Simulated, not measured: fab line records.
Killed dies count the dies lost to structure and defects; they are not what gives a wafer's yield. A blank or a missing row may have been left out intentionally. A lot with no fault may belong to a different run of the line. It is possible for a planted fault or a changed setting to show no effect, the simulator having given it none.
fab line records + flow berkeleyCmos170
record
- lots=14
- wafers=42
- lastDay=11
route steps=331 shown NWELL@23 ACTIVE@74 SACOX@99 PVT@121
lots with no fault: from the same line, run without faults
startH: hours from the record's opening day to when the first of the lot's shown wafers began + waitH: hours from the lot's prior step to this one + " repeats the value in the row above + L1.1+2: several wafers, shown together as one row + - either no value or no given start + * or withheld: withheld + < > ~ a bound
route shown NAME@n: a module of which the file shows steps, and the number in the route of the first + usual: average and standard deviation across the fault-free wafers + same: alike in all rows + chamber/n: place in a boat + sites: readings site by site + _std_site: the standard deviation of these + _edge_site: the outer-site mean with the inner-site mean subtracted + radiusMm: how far each site lies from the wafer's centre + mask NAME#n: copy n + behind: the tool/chamber that last shaped the wafer + hold: why the lot was held/for how many hours/how that ended + device: which transistor (n, p or np) failed to switch + end of line: tests of these same wafers at the route's end + where a step has no rows: the recipe by itself + killed: the dies lost at the first sort to structure and to defects; this is not the yield of the wafer + map: per-die view of a wafer (x killed, . not killed, _ where there is no die)
set.NAME: the setting as run; set.NAME@STEP: as run at that earlier step + model.NAME: the simulator's own value behind a step, which no gauge read
the route's steps for a sample of lots (tables are steps, rows are wafers)
services: the hour from which a tool's chamber was out of use, counted from the record's first day as startH (under 0 if before that day), plus the number of hours and why
## steps
# step UCB170_NWELL_EXPOSE_09
# recipe
- maskId=NWELL
- targetCdNm=3000
- na=0.5
- sigmaOuter=0.6
- sourceShape=conventional
- doseMj=25
# usual
- exposureDoseMJCm2=24.995/0.024
- focusOffsetNm=-0.1/0.55
- sigmaOuter=0.6/0
| lot.wafer | tool          | chamber | startH | waitH | mask    | exposureDoseMJCm2 | focusOffsetNm | sigmaOuter |
|-----------|---------------|---------|--------|-------|---------|-------------------|---------------|------------|
| L587.1    | krfScanner-02 | 0       | 35.11  | 0.1   | NWELL#0 | 24.989            | -0.9          | 0.6        |
| L587.2    | "             | 0       | "      | "     | NWELL#0 | 24.998            | -0.8          | 0.6        |
| L587.4    | "             | 0       | "      | "     | NWELL#0 | 24.996            | -0.5          | 0.6        |
| L590.4    | krfScanner-01 | 0       | 41.83  | 0.2   | NWELL#0 | 25.024            | -0.3          | 0.6        |
| L590.5    | "             | 0       | "      | "     | NWELL#0 | 24.998            | 0.0           | 0.6        |
| L590.6    | "             | 0       | "      | "     | NWELL#0 | 25.025            | -0.7          | 0.6        |
| L589.1    | krfScanner-02 | 0       | 42.12  | 0.4   | NWELL#0 | 25.018            | -0.5          | 0.6        |
| L589.3    | "             | 0       | "      | "     | NWELL#0 | 25.043            | -0.8          | 0.6        |
| L589.6    | "             | 0       | "      | "     | NWELL#0 | 24.976            | -0.4          | 0.6        |
| L591.1    | krfScanner-02 | 0       | 43.24  | 0.1   | NWELL#0 | 24.999            | -0.2          | 0.6        |
| L591.3    | "             | 0       | "      | "     | NWELL#0 | 25.021            | 0.0           | 0.6        |
| L591.5    | "             | 0       | "      | "     | NWELL#0 | 25.037            | 0.2           | 0.6        |
| L593.2    | krfScanner-02 | 0       | 54.66  | 0.2   | NWELL#0 | 24.971            | -0.4          | 0.6        |
| L593.5    | "             | 0       | "      | "     | NWELL#0 | 24.988            | -0.4          | 0.6        |
| L593.6    | "             | 0       | "      | "     | NWELL#0 | 24.998            | 0.3           | 0.6        |
| L595.2    | krfScanner-01 | 0       | 69.60  | 0.3   | NWELL#0 | 24.945            | -0.9          | 0.6        |
| L595.4    | "             | 0       | "      | "     | NWELL#0 | 24.977            | 0.3           | 0.6        |
| L595.5    | "             | 0       | "      | "     | NWELL#0 | 24.920            | -0.5          | 0.6        |
| L598.1    | krfScanner-01 | 0       | 88.40  | -     | NWELL#0 | 25.024            | -0.1          | 0.6        |
| L598.2    | "             | 0       | "      | "     | NWELL#0 | 24.979            | -0.5          | 0.6        |
| L598.3    | "             | 0       | "      | "     | NWELL#0 | 24.989            | -0.1          | 0.6        |
| L602.1    | krfScanner-01 | -       | 103.22 | 0.2   | NWELL#0 | -                 | -             | -          |
| L602.5    | "             | -       | "      | "     | NWELL#0 | -                 | -             | -          |
| L602.6    | "             | -       | "      | "     | NWELL#0 | -                 | -             | -          |
| L603.2    | krfScanner-02 | -       | 111.87 | 0.2   | NWELL#0 | -                 | -             | -          |
| L603.4    | "             | -       | "      | "     | NWELL#0 | -                 | -             | -          |
| L603.5    | "             | -       | "      | "     | NWELL#0 | -                 | -             | -          |
| L604.3    | krfScanner-01 | 0       | 119.37 | 0.4   | NWELL#0 | 24.969            | 0.3           | 0.6        |
| L604.4    | "             | 0       | "      | "     | NWELL#0 | 24.980            | 1.0           | 0.6        |
| L604.5    | "             | 0       | "      | "     | NWELL#0 | 24.969            | 0.5           | 0.6        |
| L606.1    | krfScanner-02 | 0       | 130.26 | 0.4   | NWELL#0 | 25.007            | -0.1          | 0.6        |
| L606.2    | "             | 0       | "      | "     | NWELL#0 | 24.994            | 1.1           | 0.6        |
| L606.4    | "             | 0       | "      | "     | NWELL#0 | 24.970            | 1.2           | 0.6        |
| L607.2    | krfScanner-02 | 0       | 131.43 | 0.1   | NWELL#0 | 25.011            | 0.1           | 0.6        |
| L607.4    | "             | 0       | "      | "     | NWELL#0 | 25.026            | -0.4          | 0.6        |
| L607.5    | "             | 0       | "      | "     | NWELL#0 | 24.994            | -0.3          | 0.6        |
| L609.1    | krfScanner-02 | 0       | 137.25 | 0.4   | NWELL#0 | 24.990            | 0.0           | 0.6        |
| L609.2    | "             | 0       | "      | "     | NWELL#0 | 24.986            | -0.5          | 0.6        |
| L609.4    | "             | 0       | "      | "     | NWELL#0 | 24.997            | -0.3          | 0.6        |
| L610.2    | krfScanner-02 | 0       | 142.49 | 0.1   | NWELL#0 | 25.028            | -0.6          | 0.6        |
| L610.3    | "             | 0       | "      | "     | NWELL#0 | 25.031            | -1.0          | 0.6        |
| L610.4    | "             | 0       | "      | "     | NWELL#0 | 24.970            | -0.4          | 0.6        |
# step UCB170_ACTIVE_OVL_MEAS_14
# usual
- ACTIVE_OVL=-3/6.5
| lot.wafer | tool       | chamber | startH | waitH | ACTIVE_OVL[nm] |
|-----------|------------|---------|--------|-------|----------------|
| L587.1    | overlay-02 | -       | 76.73  | 0.1   | -3             |
| L587.2    | "          | -       | "      | "     | -5             |
| L587.4    | "          | -       | "      | "     | -6             |
| L589.1    | overlay-02 | -       | 84.70  | 0.1   | 3              |
| L589.3    | "          | -       | "      | "     | 7              |
| L589.6    | "          | -       | "      | "     | 5              |
| L590.4    | overlay-02 | -       | 84.97  | 0.1   | 2              |
| L590.5    | "          | -       | "      | "     | 8              |
| L590.6    | "          | -       | "      | "     | 0              |
| L591.1    | overlay-01 | -       | 90.92  | 0.1   | -14            |
| L591.3    | "          | -       | "      | "     | -11            |
| L591.5    | "          | -       | "      | "     | -9             |
| L593.2    | overlay-01 | -       | 94.20  | 0.1   | -7             |
| L593.5    | "          | -       | "      | "     | -8             |
| L593.6    | "          | -       | "      | "     | -10            |
| L595.2    | overlay-02 | -       | 124.29 | 0.1   | 1              |
| L595.4    | "          | -       | "      | "     | 3              |
| L595.5    | "          | -       | "      | "     | 2              |
| L598.1    | overlay-02 | -       | 139.16 | 0.1   | -3             |
| L598.2    | "          | -       | "      | "     | -1             |
| L598.3    | "          | -       | "      | "     | -3             |
| L606.1    | overlay-02 | -       | 177.26 | 0.1   | -8             |
| L606.2    | "          | -       | "      | "     | -6             |
| L606.4    | "          | -       | "      | "     | -10            |
| L607.2    | overlay-01 | -       | 177.50 | 0.1   | -2             |
| L607.4    | "          | -       | "      | "     | -3             |
| L607.5    | "          | -       | "      | "     | -1             |
| L604.3    | overlay-01 | -       | 177.78 | 0.1   | 4              |
| L604.4    | "          | -       | "      | "     | 9              |
| L604.5    | "          | -       | "      | "     | 3              |
| L609.1    | overlay-01 | -       | 179.19 | 0.1   | -5             |
| L609.2    | "          | -       | "      | "     | 2              |
| L609.4    | "          | -       | "      | "     | 1              |
| L610.2    | overlay-01 | -       | 188.31 | 0.1   | -2             |
| L610.3    | "          | -       | "      | "     | -5             |
| L610.4    | "          | -       | "      | "     | -2             |
# step UCB170_SACOX_THK_MEAS_02
# recipe
- reads=SiO2_of_SACOX_OXIDATION_01
# usual
- SACOX_OXIDE_THK=14.47/0.23
| lot.wafer | tool         | chamber | startH | waitH | SACOX_OXIDE_THK[nm] |
|-----------|--------------|---------|--------|-------|---------------------|
| L587.1    | filmMetro-03 | -       | 99.93  | 0.0   | 14.56               |
| L587.2    | "            | -       | "      | "     | 14.13               |
| L587.4    | "            | -       | "      | "     | 14.47               |
| L589.1    | filmMetro-02 | -       | 106.65 | 0.0   | 14.14               |
| L589.3    | "            | -       | "      | "     | 14.26               |
| L589.6    | "            | -       | "      | "     | 14.19               |
| L590.4    | filmMetro-01 | -       | 106.68 | 0.0   | 14.31               |
| L590.5    | "            | -       | "      | "     | 13.95               |
| L590.6    | "            | -       | "      | "     | 14.19               |
| L591.1    | filmMetro-02 | -       | 118.57 | 0.0   | 14.21               |
| L591.3    | "            | -       | "      | "     | 14.07               |
| L591.5    | "            | -       | "      | "     | 14.19               |
| L593.2    | filmMetro-01 | -       | 118.58 | 0.0   | 14.65               |
| L593.5    | "            | -       | "      | "     | 14.59               |
| L593.6    | "            | -       | "      | "     | 14.80               |
| L595.2    | filmMetro-03 | -       | 144.29 | 0.0   | 14.55               |
| L595.4    | "            | -       | "      | "     | 14.51               |
| L595.5    | "            | -       | "      | "     | 14.39               |
| L598.1    | filmMetro-02 | -       | 160.39 | 0.0   | 14.02               |
| L598.2    | "            | -       | "      | "     | 14.04               |
| L598.3    | "            | -       | "      | "     | 14.31               |
| L606.1    | filmMetro-01 | -       | 196.99 | 0.1   | 14.82               |
| L606.2    | "            | -       | "      | "     | 15.00               |
| L606.4    | "            | -       | "      | "     | 14.67               |
| L607.2    | filmMetro-03 | -       | 197.00 | 0.1   | 14.70               |
| L607.4    | "            | -       | "      | "     | 14.56               |
| L607.5    | "            | -       | "      | "     | 14.86               |
| L604.3    | filmMetro-02 | -       | 197.01 | 0.1   | 14.43               |
| L604.4    | "            | -       | "      | "     | 14.67               |
| L604.5    | "            | -       | "      | "     | 14.62               |
| L609.1    | filmMetro-03 | -       | 197.05 | 0.1   | 14.42               |
| L609.2    | "            | -       | "      | "     | 14.69               |
| L609.4    | "            | -       | "      | "     | 14.32               |
| L610.2    | filmMetro-03 | -       | 204.33 | 0.0   | 14.30               |
| L610.3    | "            | -       | "      | "     | 14.26               |
| L610.4    | "            | -       | "      | "     | 14.26               |
# step UCB170_PVT_OVL_MEAS_06
# usual
- PVT_OVL=1/5.2
| lot.wafer | tool       | chamber | startH | waitH | PVT_OVL[nm] |
|-----------|------------|---------|--------|-------|-------------|
| L587.1    | overlay-01 | -       | 116.61 | -     | 1           |
| L587.2    | "          | -       | "      | "     | -4          |
| L587.4    | "          | -       | "      | "     | -3          |
| L589.1    | overlay-01 | -       | 124.37 | -     | 1           |
| L589.3    | "          | -       | "      | "     | -2          |
| L589.6    | "          | -       | "      | "     | -2          |
| L590.4    | overlay-01 | -       | 124.93 | -     | 3           |
| L590.5    | "          | -       | "      | "     | -1          |
| L590.6    | "          | -       | "      | "     | 8           |
| L591.1    | overlay-01 | -       | 130.52 | -     | -2          |
| L591.3    | "          | -       | "      | "     | -3          |
| L591.5    | "          | -       | "      | "     | 2           |
| L593.2    | overlay-02 | -       | 130.61 | -     | 8           |
| L593.5    | "          | -       | "      | "     | 0           |
| L593.6    | "          | -       | "      | "     | 4           |
| L595.2    | overlay-01 | -       | 154.84 | -     | -4          |
| L595.4    | "          | -       | "      | "     | -8          |
| L595.5    | "          | -       | "      | "     | -5          |
| L598.1    | overlay-01 | -       | 173.14 | -     | 10          |
| L598.2    | "          | -       | "      | "     | -1          |
| L598.3    | "          | -       | "      | "     | 6           |
| L609.1    | overlay-01 | -       | 207.61 | -     | -3          |
| L609.2    | "          | -       | "      | "     | 5           |
| L609.4    | "          | -       | "      | "     | 0           |
| L606.1    | overlay-01 | -       | 207.83 | -     | -7          |
| L606.2    | "          | -       | "      | "     | -14         |
| L606.4    | "          | -       | "      | "     | -9          |
| L604.3    | overlay-02 | -       | 207.90 | -     | 5           |
| L604.4    | "          | -       | "      | "     | -2          |
| L604.5    | "          | -       | "      | "     | 2           |
| L607.2    | overlay-01 | -       | 208.12 | -     | 13          |
| L607.4    | "          | -       | "      | "     | 8           |
| L607.5    | "          | -       | "      | "     | -1          |
| L610.2    | overlay-02 | -       | 210.72 | -     | 5           |
| L610.3    | "          | -       | "      | "     | 2           |
| L610.4    | "          | -       | "      | "     | 6           |
## services
| tool          | chamber | startH | hours | kind   |
|---------------|---------|--------|-------|--------|
| krfScanner-02 | -       | 16.58  | 1.0   | pm     |
| krfScanner-01 | -       | 21.51  | 1.3   | pm     |
| krfScanner-02 | -       | 22.81  | 4.0   | pm     |
| krfScanner-02 | -       | 32.59  | 0.8   | pm     |
| krfScanner-01 | -       | 40.53  | 0.8   | pm     |
| krfScanner-01 | -       | 45.23  | 3.2   | repair |
| krfScanner-01 | -       | 68.04  | 1.0   | pm     |
| krfScanner-02 | -       | 72.85  | 1.3   | pm     |
## key
firstSign
- step=UCB170_NWELL_EXPOSE_09
- reading=toolRecord
- direction=missing
effect none on later readings
metAt UCB170_NWELL_EXPOSE_09
struckLots L602,L603
laterRowsLeftOut L602.1,L602.5,L602.6,L603.2,L603.4,L603.5
sortLeftOut L602.1,L602.5,L602.6,L603.2,L603.4,L603.5
testerLeftOut L602,L603
notActingAt UCB170_ACTIVE_OVL_MEAS_14,UCB170_SACOX_THK_MEAS_02,UCB170_PVT_OVL_MEAS_06
onsetBetween 88.40 103.22
fault
- kind=skippedStepWhole
- tool=krfScanner-01,krfScanner-02
- chamber=-
- onsetH=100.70
- steps=UCB170_NWELL_EXPOSE_09
- scope=struckLotsOnly
# testerLeftOut: of these lots the tester's yield and bins aren't shown, on N5 and GAA mostly nor the transistor test; their killed dies are dies lost to structure and defects alone, not to doping, threshold or leakage, so they don't give the yield
# sortLeftOut: the simulated sort isn't trusted on such a fault, so these wafers' sort isn't shown, and their yield isn't known
# laterRowsLeftOut: the simulator's readings of these wafers behind a module that went badly wrong aren't trusted and aren't shown, but for the sort
